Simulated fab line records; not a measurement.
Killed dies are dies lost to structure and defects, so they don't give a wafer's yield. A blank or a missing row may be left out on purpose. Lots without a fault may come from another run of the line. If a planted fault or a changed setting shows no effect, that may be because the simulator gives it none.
A struck lot beside a sound one    flow rit-cmos    30 steps out of a route of 202
Sound: the wafers L691.4, L691.5, L691.6. Struck: wafer L697.2 (left out: L697.3, L697.6 of the same lot, which were not struck); the cause appears at the end.
Order at every step that has rows: each side's tool, ch and its chambers, its first start. Under that, the readings that differ: sound wafers    struck wafers    difference of the means    sigmas: that difference in standard deviations of wafers without a fault.
alike: readings with means less than 2 such deviations apart, plus words and numbers identical on both sides. not compared: withheld readings, readings lacking a value on some wafer, bounds such as >300 that could conceal the same value, and numbers that have no deviation in the record and whose values overlap.
A row with sigmas, a row that says differs or no value, or rows on one side alone: a step with any of these is where the two part. Numbers that don't overlap but have no deviation are shown without sigmas and don't part them. A reading that every wafer of one side lacks parts them only if that side has two wafers or more.

first, 6 steps without rows for these wafers: RIT_SDANNEAL_RTA_03 (time 5 s); RIT_SILICIDE_WET_ETCH_00 (etches SiO2 in BOE, target depth 14 nm, time 15 s); RIT_SILICIDE_SPUTTER_01 (material Ti, target thk 30 nm, time 240 s); RIT_SILICIDE_RTA_04 (time 10 s, ramp up 5 s, ramp down 5 s); RIT_SILICIDE_WET_ETCH_05 (etches Ti in SPM, time 120 s); RIT_SILICIDE_RTA_06 (time 10 s, ramp up 5 s, ramp down 10 s).
RIT_CONTACT_CVD_00: deposits SiO2 from TEOS, target thk 400 nm, time 61 s.
  sound on pecvd-01 ch 0,1,2, day 6 00:49; struck on pecvd-01 ch 0, day 7 06:52
reading                                   sound              struck  difference                    sigmas
rf-fwd-power-W (W)                        391.6 400.4 396.5  239.6   -156.6                        -99 or more
since-wet-clean-h (h)                     - - -              1097    no value on the sound wafers  
model.SiO2_of_CONTACT_CVD_00.thk-nm (nm)  404.6 404.5 400.6  340.8   -62.4                         
  alike: heater-power-w
RIT_CONTACT_THK_MEAS_01:
  sound: film-metro-03 at day 6 00:52; struck: film-metro-03 at day 7 06:56
reading                sound        struck  difference  sigmas
CONTACT_TEOS_THK (nm)  405 404 401  341     -62         -12
then, 7 steps without rows for these wafers: RIT_CONTACT_HMDS_02 (prime time 60 s); RIT_CONTACT_COAT_03 (resist thk 1000 nm); RIT_CONTACT_SOFTBAKE_04 (time 60 s); RIT_CONTACT_EXPOSE_05 (exposes mask M11, target cd 1000 nm); RIT_CONTACT_PEB_06; RIT_CONTACT_DEVELOP_07 (develop time 120 s); RIT_CONTACT_HARDBAKE_10 (time 60 s).
RIT_CONTACT_ETCH_11: etches SiO2 in CHF3/CF4/Ar, stops on TiSi2, target depth 480 nm, time 320 s.
  sound on rie-diel-04 ch 0,3, day 6 02:18; struck on rie-diel-04 ch 3, day 7 08:23
reading                              sound              struck  difference  sigmas
model.etch.depth-nm (nm)             404.6 404.5 400.6  340.8   -62.4       
model.CONTACT.feature-depth-nm (nm)  404.6 404.5 400.6  340.8   -62.4       
  alike: cf4-flow-sccm, drypump-motor-current-A, oes-product-au, throttle-valve-pct
  not compared: rf-hours-counter-h
then, 11 steps without rows for these wafers: RIT_CONTACT_STRIP_12 (strips in O2, time 180 s); RIT_CONTACT_CLEAN_13 (cleans in SC1, time 600 s); RIT_CONTACT_CLEAN_14 (cleans in SC2, time 600 s); RIT_M1_SPUTTER_00 (material Al, target thk 400 nm, time 500 s); RIT_M1_HMDS_03 (prime time 60 s); RIT_M1_COAT_04 (resist thk 1300 nm); RIT_M1_SOFTBAKE_05 (time 60 s); RIT_M1_EXPOSE_06 (exposes mask M12, target cd 2600 nm); RIT_M1_PEB_07; RIT_M1_DEVELOP_08 (develop time 68 s); RIT_M1_HARDBAKE_11 (time 120 s).
RIT_M1_METAL_ETCH_12: etches Al in Cl2/BCl3, stops on SiO2, time 165 s, target depth 600 nm.
  sound on rie-metal-02 ch 0,1, day 6 05:06; struck on rie-metal-04 ch 0, day 7 11:06
reading                                   sound              struck  difference                    sigmas
rf-hours-counter-h (h)                    - - -              6       no value on the sound wafers  
throttle-valve-pct (%)                    8.16 8.18 8.13     8.41    +0.25                         +2
model.SiO2_of_CONTACT_CVD_00.thk-nm (nm)  368.2 368.2 364.2  303.8   -63.1                         
  alike: drypump-motor-current-A, oes-product-au
then, 1 step without rows for these wafers: RIT_M1_STRIP_13 (strips in nmp, time 600 s).
RIT_M1_PROBE_99:
  sound: prober-01 at day 6 08:35; struck: prober-01 at day 7 14:28
reading                                     sound                       struck    difference  sigmas
model.etest.field-p-metal.vt-v (V)          -29.76 -29.89 -28.9         -25.23    +4.29       
model.etest.nmos_0p15.junction-log10-a-um   -13.5 -13.4 -13.24          -13.15    +0.23       
model.etest.nmos-narrow.off-log10-a-um      -13.04 -13.2 -13.05         -12.95    +0.15       
model.etest.antenna-contact.vt-shift-v (V)  -0.01396 -0.01076 -0.01092  -0.02059  -0.00871    
  alike: killed-at-contacts, killed-at-front-end, killed-dies, killed-open, killed-short
  not compared: model.etest.nmos_0p3.off-log10-a-um

## WHERE THEY PART
Earliest at RIT_CONTACT_CVD_00; latest, in this record, at RIT_M1_METAL_ETCH_12. Later steps at which nothing parts them and some readings are alike: RIT_M1_PROBE_99.

WHY: whatever the simulator had introduced
pecvd-01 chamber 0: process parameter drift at RIT_CONTACT_CVD_00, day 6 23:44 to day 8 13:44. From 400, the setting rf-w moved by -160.
